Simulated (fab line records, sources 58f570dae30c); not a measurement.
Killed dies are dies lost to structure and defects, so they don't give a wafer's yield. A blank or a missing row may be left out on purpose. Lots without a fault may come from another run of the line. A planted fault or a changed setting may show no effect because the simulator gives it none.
Which tool did it? | flow berkeley_cmos170 | 15 lots, 45 wafers sampled, at 4 steps of a route of 331

WHAT THE GAUGES READ, wafer by wafer
UCB170_M2_CD_MEAS_15: target cd 700 nm.
lot  | measured     | on        | cd_nm (nm)
L644 | day 7 13:52  | cd_sem-02 | 698.7 698.6 698.5
L645 | day 7 14:48  | cd_sem-01 | 700.4 698.8 699.0
L647 | day 7 22:56  | cd_sem-01 | 699.6 698.4 699.7
L649 | day 8 08:56  | cd_sem-01 | 698.9 698.3 698.8
L648 | day 8 08:35  | cd_sem-02 | 699.6 701.7 701.5
L651 | day 8 17:58  | cd_sem-01 | 700.1 700.8 701.4
L654 | day 9 11:47  | cd_sem-02 | 698.0 698.6 698.2
L653 | day 9 12:25  | cd_sem-02 | 701.8 701.2 700.1
L659 | day 10 11:20 | cd_sem-01 | 700.3 700.6 698.8
L658 | day 10 16:27 | cd_sem-02 | 698.6 699.3 700.0
L660 | day 10 20:56 | cd_sem-02 | 700.8 702.1 699.7
L661 | day 10 21:59 | cd_sem-02 | 736.7 737.6 737.6
L663 | day 11 03:08 | cd_sem-01 | 740.1 739.6 740.5
L662 | day 11 02:52 | cd_sem-01 | 739.0 739.8 739.9
L665 | day 11 23:03 | cd_sem-01 | 701.0 699.3 698.9

WHICH TOOL RAN EACH LOT (tool, then ch and the chambers of the sampled wafers, then the start)
lot  | UCB170_BACKSIDE_STRIP_03             | UCB170_CONTACT_RTA_08            | UCB170_M2_PEB_13
L644 | plasma_asher-02 ch 0,1, day 6 20:09  | rtp_anneal-02 ch 0, day 7 00:51  | litho_track-04 ch 0, day 7 13:35
L645 | plasma_asher-03 ch 0,1, day 6 20:34  | rtp_anneal-02 ch 0, day 7 01:02  | litho_track-01 ch 0, day 7 14:32
L647 | plasma_asher-01 ch 0,1, day 7 04:22  | rtp_anneal-01 ch 0, day 7 08:26  | litho_track-04 ch 0, day 7 22:40
L649 | plasma_asher-03 ch 0,1, day 7 13:47  | rtp_anneal-02 ch 0, day 7 17:55  | litho_track-02 ch 0, day 8 08:40
L648 | plasma_asher-01 ch 0,1, day 7 14:16  | rtp_anneal-01 ch 0, day 7 18:16  | litho_track-01 ch 0, day 8 08:19
L651 | plasma_asher-03 ch 0,1, day 7 21:15  | rtp_anneal-01 ch 0, day 8 02:05  | litho_track-02 ch 0, day 8 17:41
L654 | plasma_asher-03 ch 0,1, day 8 17:53  | rtp_anneal-02 ch 0, day 8 23:22  | litho_track-02 ch 0, day 9 11:30
L653 | plasma_asher-02 ch 0,1, day 8 18:04  | rtp_anneal-01 ch 0, day 8 23:33  | litho_track-04 ch 0, day 9 12:08
L659 | plasma_asher-03 ch 0,1, day 9 20:13  | rtp_anneal-01 ch 0, day 10 01:22 | litho_track-04 ch 0, day 10 11:04
L658 | plasma_asher-03 ch 0,1, day 9 20:56  | rtp_anneal-02 ch 0, day 10 03:56 | litho_track-04 ch 0, day 10 16:10
L660 | plasma_asher-01 ch 0,1, day 10 04:01 | rtp_anneal-01 ch 0, day 10 08:00 | litho_track-01 ch 0, day 10 20:40
L661 | plasma_asher-03 ch 0,1, day 10 04:08 | rtp_anneal-01 ch 0, day 10 08:38 | litho_track-04 ch 0, day 10 21:42
L663 | plasma_asher-02 ch 0,1, day 10 09:16 | rtp_anneal-01 ch 0, day 10 13:25 | litho_track-04 ch 0, day 11 02:52
L662 | plasma_asher-01 ch 0,1, day 10 09:34 | rtp_anneal-02 ch 0, day 10 13:52 | litho_track-04 ch 0, day 11 02:35
L665 | plasma_asher-01 ch 0,1, day 11 01:50 | rtp_anneal-02 ch 0, day 11 06:34 | litho_track-02 ch 0, day 11 22:47
- UCB170_BACKSIDE_STRIP_03: strips in O2.
- UCB170_CONTACT_RTA_08: time 10 s.
- UCB170_M2_PEB_13

WHAT THE TOOLS THEMSELVES READ (means of the sampled wafers that have a number; where no wafer has one, the mark that the record gives instead)
UCB170_BACKSIDE_STRIP_03.
lot  | tool            | drypump_motor_current_A (A) | oes_product_au (a.u.) | strip_time_to_endpoint_s (s)
L644 | plasma_asher-02 | 5.67                        | 0.733                 | 22.01
L645 | plasma_asher-03 | 5.71                        | 0.729                 | 21.91
L647 | plasma_asher-01 | 5.87                        | 0.734                 | 21.90
L649 | plasma_asher-03 | 5.59                        | 0.737                 | 21.99
L648 | plasma_asher-01 | 5.89                        | 0.735                 | 22.00
L651 | plasma_asher-03 | 5.72                        | 0.731                 | 21.97
L654 | plasma_asher-03 | 5.71                        | 0.735                 | 21.90
L653 | plasma_asher-02 | 5.73                        | 0.735                 | 21.99
L659 | plasma_asher-03 | 5.72                        | 0.737                 | 22.13
L658 | plasma_asher-03 | 5.71                        | 0.736                 | 21.97
L660 | plasma_asher-01 | 5.89                        | 0.732                 | 22.02
L661 | plasma_asher-03 | 5.59                        | 0.740                 | 22.02
L663 | plasma_asher-02 | 5.68                        | 0.735                 | 22.04
L662 | plasma_asher-01 | 5.86                        | 0.735                 | 22.03
L665 | plasma_asher-01 | 5.86                        | 0.732                 | 21.93

UCB170_CONTACT_RTA_08.
lot  | tool          | lamp_power_pct (%) | wafer_temp_C_max
L644 | rtp_anneal-02 | 24.8               | 903.9
L645 | rtp_anneal-02 | 24.7               | 903.5
L647 | rtp_anneal-01 | 22.6               | 903.9
L649 | rtp_anneal-02 | 24.8               | 903.8
L648 | rtp_anneal-01 | 22.6               | 904.3
L651 | rtp_anneal-01 | 22.6               | 905.6
L654 | rtp_anneal-02 | 24.7               | 904.0
L653 | rtp_anneal-01 | 22.6               | 904.3
L659 | rtp_anneal-01 | 22.5               | 905.1
L658 | rtp_anneal-02 | 24.7               | 903.6
L660 | rtp_anneal-01 | 22.6               | 904.1
L661 | rtp_anneal-01 | 22.6               | 904.0
L663 | rtp_anneal-01 | 22.5               | 904.1
L662 | rtp_anneal-02 | 24.7               | 903.9
L665 | rtp_anneal-02 | 24.8               | 903.1

UCB170_M2_PEB_13.
lot  | tool           | heater_power_total_W (W) | plate_temp_C (C) | resist_line_temp_C (C)
L644 | litho_track-04 | 56.78                    | 130.11           | 23.02
L645 | litho_track-01 | 56.79                    | 129.98           | 22.89
L647 | litho_track-04 | 56.79                    | 130.15           | 23.04
L649 | litho_track-02 | 56.83                    | 130.05           | 22.99
L648 | litho_track-01 | 56.83                    | 129.91           | 23.05
L651 | litho_track-02 | 56.82                    | 129.85           | 22.89
L654 | litho_track-02 | 56.82                    | 130.01           | 23.11
L653 | litho_track-04 | 56.83                    | 129.94           | 23.08
L659 | litho_track-04 | 56.77                    | 130.03           | 23.06
L658 | litho_track-04 | 56.83                    | 130.06           | 23.00
L660 | litho_track-01 | 56.83                    | 129.80           | 22.97
L661 | litho_track-04 | 54.07                    | 125.15           | 22.92
L663 | litho_track-04 | 54.11                    | 125.08           | 23.06
L662 | litho_track-04 | 54.09                    | 125.05           | 23.03
L665 | litho_track-02 | 56.81                    | 129.84           | 23.05

THE ANSWER, worked out from the rows above alone
Rule: what is usual is taken from the lots themselves. Put in order of their means at a reading, lots are off if they are a third of the lots or fewer, leave a main group of 4 or more, and stand apart from it by a gap of 3 or more times the standard deviation of the main group's means; of several such gaps the widest counts. A main group whose means are all the same, to the digits that the tables above print for the reading, isn't used. A lot without any number at a reading at which 4 lots or more have one is off too. The other lots that the step has rows for count as sound. The gauges are gone through in route order, then the tools' own readings, and for those a lot's mean is taken as printed above. The first step at which some lot is off is used, and at that step the reading that is off furthest; a lot without a number counts as furthest.
Off: L661, L663, L662, at UCB170_M2_CD_MEAS_15 (cd_nm). The main group: mean 699.7 nm, standard deviation 0.94.
A tool fits if, at a process step before that reading, it ran every lot that is off, and no sound lot after the first of them. The gauges at UCB170_M2_CD_MEAS_15 aren't tried: what is off there is off at UCB170_M2_PEB_13 too, on other tools, and a gauge's error can't cause that. One fits: litho_track-04 at UCB170_M2_PEB_13. Its last sound lot is L658 (day 10 16:10), its first lot that is off L661 (day 10 21:42): a fault that began between those two fits.
The tool's own readings at UCB170_M2_PEB_13 bear it out: on the lots that are off they differ by more than 5 times the standard deviation of the sound lots' means. heater_power_total_W reads 54.09 W there against 56.81 W on the sound lots; plate_temp_C reads 125.09 C there against 129.98 C on the sound lots.

WHAT THE SIMULATOR HAD PUT IN
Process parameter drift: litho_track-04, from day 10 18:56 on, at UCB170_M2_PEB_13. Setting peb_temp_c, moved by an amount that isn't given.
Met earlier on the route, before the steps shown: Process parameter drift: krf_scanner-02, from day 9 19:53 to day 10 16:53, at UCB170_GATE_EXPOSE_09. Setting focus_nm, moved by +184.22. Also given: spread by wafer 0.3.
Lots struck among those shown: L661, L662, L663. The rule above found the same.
